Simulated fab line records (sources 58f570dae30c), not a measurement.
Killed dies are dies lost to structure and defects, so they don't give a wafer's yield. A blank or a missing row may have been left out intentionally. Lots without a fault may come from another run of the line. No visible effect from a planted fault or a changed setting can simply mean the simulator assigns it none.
Which tool did it? | flow berkeley_cmos170 | 14 lots with 42 wafers sampled at 4 steps, on a route of 331 steps

## WHAT EACH GAUGE READ, for each wafer
UCB170_PVT_OVL_MEAS_06. Usual: PVT_OVL typically reads 4 nm, with standard deviation 4.9.
lot  | measured     | on         | PVT_OVL (nm) | flag
L348 | day 5 07:13  | overlay-02 | 6 3 -3       |
L349 | day 5 16:07  | overlay-01 | 8 14 7       |
L350 | day 6 10:38  | overlay-02 | 3 -4 -1      |
L352 | day 6 11:11  | overlay-02 | 6 7 5        |
L353 | day 6 22:01  | overlay-01 | 6 6 7        |
L355 | day 7 10:53  | overlay-01 | 6 2 9        |
L356 | day 7 10:44  | overlay-01 | 6 -10 3      |
L357 | day 7 10:28  | overlay-02 | 4 5 8        |
L358 | day 7 22:32  | overlay-02 | 2 0 5        |
L364 | day 8 20:20  | overlay-01 | 3 3 11       |
L366 | day 9 11:05  | overlay-01 | 1 2 9        |
L369 | day 9 23:49  | overlay-01 | 4 7 12       |
L371 | day 10 17:04 | overlay-02 | 0 5 8        |
L370 | day 10 16:22 | overlay-01 | 6 3 2        |

UCB170_V2_THK_MEAS_01. Usual: V2_TEOS_THK typically reads 2005 nm, with standard deviation 29.
lot  | measured     | on            | V2_TEOS_THK (nm) | flag
L348 | day 7 13:44  | film_metro-01 | 1987 2006 2032   |
L349 | day 7 22:41  | film_metro-03 | 2003 1983 2012   |
L350 | day 8 13:35  | film_metro-01 | 1998 1990 2003   |
L352 | day 8 09:01  | film_metro-03 | 1952 2008 2036   |
L353 | day 8 19:15  | film_metro-02 | 2021 2026 2009   |
L355 | day 9 15:36  | film_metro-02 | 1953 1947 2011   |
L356 | day 9 14:52  | film_metro-03 | 1987 1972 1986   |
L357 | day 9 15:58  | film_metro-03 | 1983 1995 2021   |
L358 | day 9 16:02  | film_metro-02 | 2007 2052 2026   |
L364 | day 10 14:04 | film_metro-01 | 1990 1955 2025   |
L366 | day 11 02:49 | film_metro-02 | 1941 2025 1971   |
L369 | day 11 22:27 | film_metro-03 | 2028 2001 2052   |
L371 | day 12 15:52 | film_metro-02 | 2004 2038 2024   |
L370 | day 12 16:25 | film_metro-01 | 2006 2039 2034   |

## WHICH TOOL RAN EACH LOT (tool, then ch and the chambers of the sampled wafers, then the start)
lot  | UCB170_ZERO_ETCH_06               | UCB170_GATE_WET_ETCH_00
L348 | rie_diel-02 ch 0,1,3, day 1 17:11 | wet_bench-01 ch 2, day 5 09:29
L349 | rie_diel-01 ch 0,2,3, day 1 23:42 | wet_bench-04 ch 3, day 5 16:27
L350 | rie_diel-04 ch 0,1,3, day 2 05:55 | wet_bench-01 ch 2, day 6 10:59
L352 | rie_diel-01 ch 0,3, day 2 14:49   | wet_bench-02 ch 0, day 6 11:32
L353 | rie_diel-02 ch 0,3, day 2 22:04   | wet_bench-04 ch 0, day 6 22:20
L355 | rie_diel-02 ch 0,2, day 3 05:26   | wet_bench-02 ch 1, day 7 11:14
L356 | rie_diel-01 ch 2,3, day 3 09:00   | wet_bench-01 ch 1, day 7 11:05
L357 | rie_diel-04 ch 0,1,3, day 3 16:43 | wet_bench-02 ch 1, day 7 10:49
L358 | rie_diel-01 ch 0,2,3, day 3 19:13 | wet_bench-01 ch 0, day 7 22:59
L364 | rie_diel-02 ch 0,2,3, day 5 01:26 | wet_bench-04 ch 3, day 8 20:41
L366 | rie_diel-01 ch 2,3, day 5 13:21   | wet_bench-01 ch 1, day 9 11:55
L369 | rie_diel-02 ch 0,2, day 6 09:50   | wet_bench-04 ch 1, day 10 00:11
L371 | rie_diel-02 ch 1,3, day 6 19:40   | wet_bench-04 ch 2, day 10 17:24
L370 | rie_diel-04 ch 2,3, day 6 19:47   | wet_bench-01 ch 2, day 10 16:42
- UCB170_ZERO_ETCH_06: etches SiO2 in CHF3/CF4/Ar, time 12 s.
- UCB170_GATE_WET_ETCH_00: etches SiO2 in dHF, time 200 s.

## AS READ BY THE TOOLS THEMSELVES (means over the sampled wafers that have a number; for cases with no such wafer, the mark the record gives instead)
UCB170_ZERO_ETCH_06. Usual: CHF3_flow_sccm 50.01 sccm, standard deviation 0.14; drypump_motor_current_A 6.0 A, standard deviation 0.55; oes_product_au 0.619 a.u., standard deviation 0.0085; throttle_valve_pct 9.19 %, standard deviation 0.15.
lot  | tool        | CHF3_flow_sccm (sccm) | drypump_motor_current_A (A) | oes_product_au (a.u.) | throttle_valve_pct (%) | flag
L348 | rie_diel-02 | 49.99                 | 6.3                         | 0.616                 | 9.26                   |
L349 | rie_diel-01 | 50.04                 | 5.9                         | 0.619                 | 9.04                   |
L350 | rie_diel-04 | 49.97                 | 5.7                         | 0.620                 | 9.21                   |
L352 | rie_diel-01 | 49.97                 | 5.8                         | 0.618                 | 8.98                   |
L353 | rie_diel-02 | 49.92                 | 5.9                         | 0.613                 | 9.16                   |
L355 | rie_diel-02 | 50.02                 | 6.4                         | 0.616                 | 9.34                   |
L356 | rie_diel-01 | 49.91                 | 6.0                         | 0.623                 | 9.09                   |
L357 | rie_diel-04 | 50.10                 | 5.6                         | 0.623                 | 9.21                   |
L358 | rie_diel-01 | 50.03                 | 5.9                         | 0.619                 | 9.03                   |
L364 | rie_diel-02 | 49.97                 | 6.2                         | 0.611                 | 9.26                   |
L366 | rie_diel-01 | 49.99                 | 6.0                         | 0.622                 | 9.09                   |
L369 | rie_diel-02 | 50.07                 | 6.4                         | 0.610                 | 9.36                   |
L371 | rie_diel-02 | 50.23                 | 6.4                         | 0.619                 | 9.30                   |
L370 | rie_diel-04 | 49.89                 | 5.0                         | 0.614                 | 9.14                   |

UCB170_GATE_WET_ETCH_00. Usual: run_length_s 228 s, standard deviation 3.9; temp_c 24.97 C, standard deviation 0.11.
lot  | tool         | run_length_s (s) | temp_c (C) | flag
L348 | wet_bench-01 | 224              | 25.03      |
L349 | wet_bench-04 | 227              | 24.91      |
L350 | wet_bench-01 | 232              | 25.02      |
L352 | wet_bench-02 | 226              | 25.15      |
L353 | wet_bench-04 | 232              | 24.98      |
L355 | wet_bench-02 | 165              | 24.92      | OFF
L356 | wet_bench-01 | 227              | 24.91      |
L357 | wet_bench-02 | 165              | 24.91      | OFF
L358 | wet_bench-01 | 235              | 25.05      |
L364 | wet_bench-04 | 227              | 24.88      |
L366 | wet_bench-01 | 233              | 24.99      |
L369 | wet_bench-04 | 225              | 25.07      |
L371 | wet_bench-04 | 226              | 24.90      |
L370 | wet_bench-01 | 225              | 25.01      |

## THE ANSWER, worked out from the rows above alone
Rule: lot off if the mean of its wafers having a number is beyond 3 standard deviations from the usual mean. A lot without any number at a reading at which 4 lots or more have one is off too. Where the step has rows for the other lots, those lots are counted as sound. Order of review: gauges by route order, followed by the tools' own readings, for which a lot's mean as printed above is used. The first step at which some lot is off is used, and at that step the reading that is off furthest; a lot without a number counts as furthest.
Off at UCB170_GATE_WET_ETCH_00 (run_length_s): L355, L357.
If a tool, at that step or one of the process steps before it, ran each lot that is off and ran no sound lot following the first of them, it fits. One candidate fits, namely wet_bench-02 at UCB170_GATE_WET_ETCH_00. A fault onset in the window from L352 (day 6 11:32, its last sound lot) to L357 (day 7 10:49, its first lot off) fits.
The tool's own readings at UCB170_GATE_WET_ETCH_00 bear it out: on the lots that are off they differ by more than 5 times the standard deviation of the sound lots' means. run_length_s reads 165 s there against 228 s on the sound lots.

## WHAT HAD BEEN PUT IN BY THE SIMULATOR
wet_bench-02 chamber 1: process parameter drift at UCB170_GATE_WET_ETCH_00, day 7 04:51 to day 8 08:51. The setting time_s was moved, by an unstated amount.
Shown lots that were struck: L357, L355. Same finding as the rule above.
